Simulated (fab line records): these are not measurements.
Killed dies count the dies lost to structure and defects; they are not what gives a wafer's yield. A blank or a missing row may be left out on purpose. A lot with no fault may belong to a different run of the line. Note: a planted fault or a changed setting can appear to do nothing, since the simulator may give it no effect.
Shared-tool check :: flow rit-cmos :: Lots sampled 15, wafers sampled 45

WHY THIS WAS OPENED
At RIT_NWELL_OVL_MEAS_06 the reading NWELL_OVL is flagged on 3 of 15 lots. Wafers without a fault read -0.5 nm, standard deviation 1.3.
Rule: a lot is flagged when every wafer of it that has a number lies more than 4 standard deviations from that mean, or none has a number. The other lots count as sound.

lot: L995
measured: day 2 03:07
on: overlay-01
NWELL_OVL (nm), wafer by wafer: -0.7 -1.5 -0.6
flag: 

lot: L996
measured: day 2 09:28
on: overlay-01
NWELL_OVL (nm), wafer by wafer: 0.5 0.9 0.7
flag: 

lot: L997
measured: day 2 09:43
on: overlay-02
NWELL_OVL (nm), wafer by wafer: 1.2 -0.1 -0.7
flag: 

lot: L998
measured: day 2 14:19
on: overlay-01
NWELL_OVL (nm), wafer by wafer: -1.5 -4.5 -2.7
flag: 

lot: L999
measured: day 2 17:43
on: overlay-02
NWELL_OVL (nm), wafer by wafer: 1.0 0.1 2.0
flag: 

lot: L101
measured: day 3 03:55
on: overlay-02
NWELL_OVL (nm), wafer by wafer: -180.5 -180.5 -181.1
flag: FLAGGED

lot: L102
measured: day 3 10:03
on: overlay-02
NWELL_OVL (nm), wafer by wafer: 0.6 -1.5 -1.0
flag: 

lot: L104
measured: day 3 21:50
on: overlay-02
NWELL_OVL (nm), wafer by wafer: -179.1 -181.9 -180.1
flag: FLAGGED

lot: L106
measured: day 4 09:10
on: overlay-02
NWELL_OVL (nm), wafer by wafer: -1.1 -0.3 0.4
flag: 

lot: L107
measured: day 4 13:52
on: overlay-02
NWELL_OVL (nm), wafer by wafer: -181.8 -183.0 -182.5
flag: FLAGGED

lot: L110
measured: day 5 03:08
on: overlay-02
NWELL_OVL (nm), wafer by wafer: 0.1 1.0 0.7
flag: 

lot: L112
measured: day 5 11:23
on: overlay-02
NWELL_OVL (nm), wafer by wafer: 0.7 -0.5 0.4
flag: 

lot: L114
measured: day 5 22:13
on: overlay-01
NWELL_OVL (nm), wafer by wafer: 1.4 0.3 0.9
flag: 

lot: L117
measured: day 6 13:08
on: overlay-01
NWELL_OVL (nm), wafer by wafer: -1.3 -2.1 -0.8
flag: 

lot: L118
measured: day 6 17:12
on: overlay-01
NWELL_OVL (nm), wafer by wafer: -0.3 -2.4 -0.6
flag: 
On average the flagged lots read -181.2 nm, which is -180.7 nm against the usual, or -99 or more standard deviations.

EACH LOT AND THE TOOL IT RAN ON
The record keeps 1 process step preceding the reading, out of 202 steps on the route. Cell contents, in order: the tool; ch with the chambers the sampled wafers went through; the start.
lot: L995
flag: 
RIT_NWELL_EXPOSE_03: iline-stepper-02 ch 0, day 2 02:41

lot: L996
flag: 
RIT_NWELL_EXPOSE_03: iline-stepper-01 ch 0, day 2 09:02

lot: L997
flag: 
RIT_NWELL_EXPOSE_03: iline-stepper-02 ch 0, day 2 09:17

lot: L998
flag: 
RIT_NWELL_EXPOSE_03: iline-stepper-02 ch 0, day 2 13:55

lot: L999
flag: 
RIT_NWELL_EXPOSE_03: iline-stepper-02 ch 0, day 2 17:17

lot: L101
flag: FLAGGED
RIT_NWELL_EXPOSE_03: iline-stepper-01 ch 0, day 3 03:29

lot: L102
flag: 
RIT_NWELL_EXPOSE_03: iline-stepper-02 ch 0, day 3 09:37

lot: L104
flag: FLAGGED
RIT_NWELL_EXPOSE_03: iline-stepper-01 ch 0, day 3 21:25

lot: L106
flag: 
RIT_NWELL_EXPOSE_03: iline-stepper-02 ch 0, day 4 08:46

lot: L107
flag: FLAGGED
RIT_NWELL_EXPOSE_03: iline-stepper-01 ch 0, day 4 13:26

lot: L110
flag: 
RIT_NWELL_EXPOSE_03: iline-stepper-02 ch 0, day 5 02:43

lot: L112
flag: 
RIT_NWELL_EXPOSE_03: iline-stepper-02 ch 0, day 5 10:59

lot: L114
flag: 
RIT_NWELL_EXPOSE_03: iline-stepper-02 ch 0, day 5 21:47

lot: L117
flag: 
RIT_NWELL_EXPOSE_03: iline-stepper-02 ch 0, day 6 12:43

lot: L118
flag: 
RIT_NWELL_EXPOSE_03: iline-stepper-02 ch 0, day 6 16:46
What the steps here do:
- RIT_NWELL_EXPOSE_03: exposes mask M2, target cd 43900 nm.
- RIT_NWELL_OVL_MEAS_06

FLAGGED OVER TOTAL, TOOL BY TOOL (the gauges that took the reading come last)
step: RIT_NWELL_EXPOSE_03
tool: iline-stepper-01
lots run: 4
flagged: 3
share of the flagged lots: all
sound lots run after its first flagged lot: 0

step: RIT_NWELL_EXPOSE_03
tool: iline-stepper-02
lots run: 11
flagged: 0
share of the flagged lots: none
sound lots run after its first flagged lot: -

step: RIT_NWELL_OVL_MEAS_06
tool: overlay-01
lots run: 6
flagged: 0
share of the flagged lots: none
sound lots run after its first flagged lot: -

step: RIT_NWELL_OVL_MEAS_06
tool: overlay-02
lots run: 9
flagged: 3
share of the flagged lots: all
sound lots run after its first flagged lot: 4 (L102,L106,L110,L112)

THE TABLE: WHAT IT ALLOWS
Every flagged lot went through 2 rows of the table: iline-stepper-01 at RIT_NWELL_EXPOSE_03 and overlay-02 at RIT_NWELL_OVL_MEAS_06.
- iline-stepper-01 at RIT_NWELL_EXPOSE_03 ran 4 lots, 3 of them flagged. Its last sound lot is L996 (day 2 09:02), its first flagged lot L101 (day 3 03:29): a fault that began between those two fits.
- overlay-02 at RIT_NWELL_OVL_MEAS_06 ran 9 lots, 3 of them flagged. Sound lots followed the first flagged one (L102, L106, L110, L112) on it, something a lasting fault affecting the whole tool could not allow.
iline-stepper-01 at RIT_NWELL_EXPOSE_03 is the single tool remaining.

WHAT WAS PUT IN BY THE SIMULATOR
Scanner matching overlay: iline-stepper-01, from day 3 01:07 on, at RIT_NWELL_EXPOSE_03. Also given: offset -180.
Shown lots that were struck: L101, L104, L107. The rule above reached the same finding.
